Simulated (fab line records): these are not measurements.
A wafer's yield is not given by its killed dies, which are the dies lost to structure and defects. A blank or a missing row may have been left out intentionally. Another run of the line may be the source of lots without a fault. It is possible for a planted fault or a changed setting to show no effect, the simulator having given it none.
Which tool was responsible?    flow berkeley-cmos170    39 wafers from 13 lots sampled at 6 of the route's 331 steps

WHAT THE GAUGES SHOWED, per wafer
UCB170_START_BOW_MEAS_00. Usual: for INCOMING_BOW the level is 0 um and the standard deviation is 7.
lot   measured     on             INCOMING_BOW (um)  flag
L991  day 1 10:00  film-metro-02  -7 -2 4            
L992  day 1 15:00  film-metro-04  2 4 -3             
L994  day 2 01:01  film-metro-04  8 -1 1             
L996  day 2 11:00  film-metro-04  -1 0 -15           
L998  day 2 21:00  film-metro-01  -15 -13 7          
L101  day 3 12:01  film-metro-04  -2 -2 -6           
L105  day 4 08:00  film-metro-04  -3 2 -9            
L106  day 4 13:00  film-metro-04  4 6 -1             
L109  day 5 04:00  film-metro-04  13 11 -11          
L111  day 5 14:00  film-metro-04  -3 10 6            
L112  day 5 19:04  film-metro-02  7 -4 -6            
L113  day 6 00:01  film-metro-04  -4 0 -6            
L114  day 6 05:00  film-metro-02  11 2 -4            

UCB170_PLDD_TW_MEAS_11. Usual: for PLDD_TW the level is 1011 and the standard deviation is 6.9.
lot   measured      on             PLDD_TW         flag
L991  day 6 13:50   film-metro-01  1013 1015 1013  
L992  day 6 09:32   film-metro-01  1017 1016 1010  
L994  day 6 09:08   film-metro-02  1015 1021 1017  
L996  day 7 13:31   film-metro-02  961 961 955     OFF
L998  day 7 16:33   film-metro-04  949 948 953     OFF
L101  day 8 06:40   film-metro-02  1015 1016 1019  
L105  day 9 08:38   film-metro-01  1015 1009 1018  
L106  day 9 07:56   film-metro-04  997 1000 1000   
L109  day 9 15:44   film-metro-02  1022 1021 1020  
L111  day 10 12:31  film-metro-01  1008 1008 1014  
L112  day 10 12:15  film-metro-01  1010 1008 1003  
L113  day 10 20:25  film-metro-04  1005 1002 1004  
L114  day 11 02:43  film-metro-02  1013 1015 1011  

UCB170_SDANNEAL_RS_MEAS_04: a four-point-probe measurement. Usual: for PLDD_RS the level is 1032.9 ohm/sq and the standard deviation is 2.9.
lot   measured      on             PLDD_RS (ohm/sq)      flag
L991  day 7 02:12   film-metro-01  1031.4 1031.8 1031.3  
L992  day 7 01:53   film-metro-04  1028.6 1029.8 1027.9  
L994  day 7 01:44   film-metro-01  1028.1 1026.4 1025.8  
L996  day 8 02:08   film-metro-04  1052.0 1050.1 1051.9  OFF
L998  day 8 06:02   film-metro-02  1053.7 1051.6 1053.4  OFF
L101  day 8 18:54   film-metro-02  1031.1 1032.8 1032.7  
L105  day 9 22:37   film-metro-01  1035.9 1033.6 1034.6  
L106  day 9 23:00   film-metro-04  1029.6 1033.7 1034.1  
L109  day 10 01:32  film-metro-02  1036.9 1032.5 1035.1  
L111  day 11 02:04  film-metro-04  1036.9 1035.0 1034.3  
L112  day 11 00:55  film-metro-01  1033.9 1034.4 1034.4  
L113  day 11 10:15  film-metro-04  1034.0 1034.8 1031.0  
L114  day 11 14:53  film-metro-02  1033.6 1032.5 1034.4  

WHICH TOOL RAN EACH LOT (tool, then ch and the chambers of the sampled wafers, then the start)
lot   UCB170_ZERO_STRIP_07                 UCB170_PLDD_IMPLANT_08           UCB170_BACKSIDE_STRIP_03
L991  plasma-asher-04 ch 0,1, day 2 02:55  implanter-04 ch 0, day 6 13:26   plasma-asher-01 ch 1, day 7 01:24
L992  plasma-asher-01 ch 0,1, day 2 02:59  implanter-01 ch 0, day 6 09:08   plasma-asher-03 ch 0,1, day 7 01:07
L994  plasma-asher-04 ch 0,1, day 2 09:05  implanter-01 ch 0, day 6 08:45   plasma-asher-01 ch 0,1, day 7 01:05
L996  plasma-asher-04 ch 0,1, day 2 19:28  implanter-01 ch 0, day 7 13:07   plasma-asher-03 ch 0,1, day 8 01:29
L998  plasma-asher-03 ch 0,1, day 3 07:36  implanter-01 ch 0, day 7 16:09   plasma-asher-03 ch 0,1, day 8 05:23
L101  plasma-asher-03 ch 0,1, day 3 23:59  implanter-03 ch 0, day 8 06:17   plasma-asher-04 ch 0,1, day 8 18:14
L105  plasma-asher-03 ch 0,1, day 4 18:44  implanter-04 ch 0, day 9 08:14   plasma-asher-03 ch 0,1, day 9 21:53
L106  plasma-asher-01 ch 0,1, day 5 02:18  implanter-03 ch 0, day 9 07:32   plasma-asher-04 ch 0,1, day 9 22:22
L109  plasma-asher-01 ch 0,1, day 5 11:18  implanter-03 ch 0, day 9 15:20   plasma-asher-03 ch 0,1, day 10 00:54
L111  plasma-asher-03 ch 0,1, day 6 02:31  implanter-04 ch 0, day 10 12:07  plasma-asher-04 ch 0, day 11 01:20
L112  plasma-asher-03 ch 0,1, day 6 07:46  implanter-01 ch 0, day 10 11:53  plasma-asher-01 ch 0,1, day 11 00:16
L113  plasma-asher-04 ch 0,1, day 6 10:16  implanter-04 ch 0, day 10 20:01  plasma-asher-03 ch 0,1, day 11 09:35
L114  plasma-asher-04 ch 0,1, day 6 17:37  implanter-04 ch 0, day 11 02:19  plasma-asher-01 ch 0,1, day 11 14:13
- UCB170_ZERO_STRIP_07: strips in O2.
- UCB170_PLDD_IMPLANT_08
- UCB170_BACKSIDE_STRIP_03: strips in O2.

WHAT THE TOOLS THEMSELVES READ (means of the sampled wafers that have a number; where no wafer has one, the mark that the record gives instead)
UCB170_ZERO_STRIP_07. Usual: drypump-motor-current-A 5.5 A, standard deviation 0.52; oes-product-au 0.727 a.u., standard deviation 0.0043; strip-time-to-endpoint-s 21.48 s, standard deviation 0.059.
lot   tool             drypump-motor-current-A (A)  oes-product-au (a.u.)  strip-time-to-endpoint-s (s)  flag
L991  plasma-asher-04  5.5                          0.724                  21.53                         
L992  plasma-asher-01  5.8                          0.731                  21.48                         
L994  plasma-asher-04  5.2                          0.726                  21.39                         
L996  plasma-asher-04  5.6                          0.726                  21.49                         
L998  plasma-asher-03  5.1                          0.729                  21.47                         
L101  plasma-asher-03  5.4                          0.725                  21.46                         
L105  plasma-asher-03  5.4                          0.727                  21.49                         
L106  plasma-asher-01  6.0                          0.729                  21.42                         
L109  plasma-asher-01  5.8                          0.725                  21.45                         
L111  plasma-asher-03  5.4                          0.726                  21.50                         
L112  plasma-asher-03  5.1                          0.728                  21.43                         
L113  plasma-asher-04  5.5                          0.724                  21.51                         
L114  plasma-asher-04  5.5                          0.727                  21.50                         

UCB170_PLDD_IMPLANT_08. Usual: beam-energy-keV 9.9998, standard deviation 0.0027; beam-on-s 10.15 s, standard deviation 0.28; faraday-current-uA 156, standard deviation 4.2.
lot   tool          beam-energy-keV  beam-on-s (s)  faraday-current-uA  flag
L991  implanter-04  9.9991           10.61          149                 
L992  implanter-01  9.9983           10.17          156                 
L994  implanter-01  10.0003          10.27          155                 
L996  implanter-01  6.4979           19.33          82                  OFF
L998  implanter-01  6.5016           18.99          84                  OFF
L101  implanter-03  9.9974           10.07          157                 
L105  implanter-04  10.0020          10.77          147                 
L106  implanter-03  9.9961           9.92           160                 
L109  implanter-03  9.9954           9.92           159                 
L111  implanter-04  10.0006          10.29          154                 
L112  implanter-01  10.0009          10.01          159                 
L113  implanter-04  10.0013          10.45          152                 
L114  implanter-04  10.0027          10.49          152                 

UCB170_BACKSIDE_STRIP_03. Usual: drypump-motor-current-A 5.4 A, standard deviation 0.51; oes-product-au 0.735 a.u., standard deviation 0.0047; strip-time-to-endpoint-s 21.99 s, standard deviation 0.05.
lot   tool             drypump-motor-current-A (A)  oes-product-au (a.u.)  strip-time-to-endpoint-s (s)  flag
L991  plasma-asher-01  6.3                          0.735                  22.02                         
L992  plasma-asher-03  5.4                          0.739                  21.97                         
L994  plasma-asher-01  6.0                          0.735                  21.96                         
L996  plasma-asher-03  5.4                          0.731                  21.98                         
L998  plasma-asher-03  5.4                          0.734                  22.02                         
L101  plasma-asher-04  5.5                          0.731                  21.96                         
L105  plasma-asher-03  5.4                          0.738                  21.99                         
L106  plasma-asher-04  5.2                          0.732                  21.98                         
L109  plasma-asher-03  5.4                          0.731                  21.95                         
L111  plasma-asher-04  4.8                          0.737                  22.00                         
L112  plasma-asher-01  5.8                          0.735                  21.97                         
L113  plasma-asher-03  5.4                          0.735                  21.98                         
L114  plasma-asher-01  6.0                          0.738                  21.92                         

THE ANSWER, worked out from the rows above alone
Rule: a lot counts as off when the mean over its wafers that have a number is more than 3 standard deviations away from the usual mean. A lot without any number at a reading at which 4 lots or more have one is off too. All remaining lots with rows at the step are treated as sound. The gauges are gone through in route order, then the tools' own readings, and for those a lot's mean is taken as printed above. The first step at which some lot is off is used, and at that step the reading that is off furthest; a lot without a number counts as furthest.
Off: L996, L998, seen at UCB170_PLDD_TW_MEAS_11 (PLDD_TW).
If a tool, at a process step before that reading, ran all the lots that are off and no sound lot after the first of them, it fits. Not tried: the gauges at UCB170_PLDD_TW_MEAS_11; whatever is off there is also off at UCB170_PLDD_IMPLANT_08, on other tools, and gauge error can't account for it. Of those tried, none fits.

WHAT THE SIMULATOR HAD INSERTED
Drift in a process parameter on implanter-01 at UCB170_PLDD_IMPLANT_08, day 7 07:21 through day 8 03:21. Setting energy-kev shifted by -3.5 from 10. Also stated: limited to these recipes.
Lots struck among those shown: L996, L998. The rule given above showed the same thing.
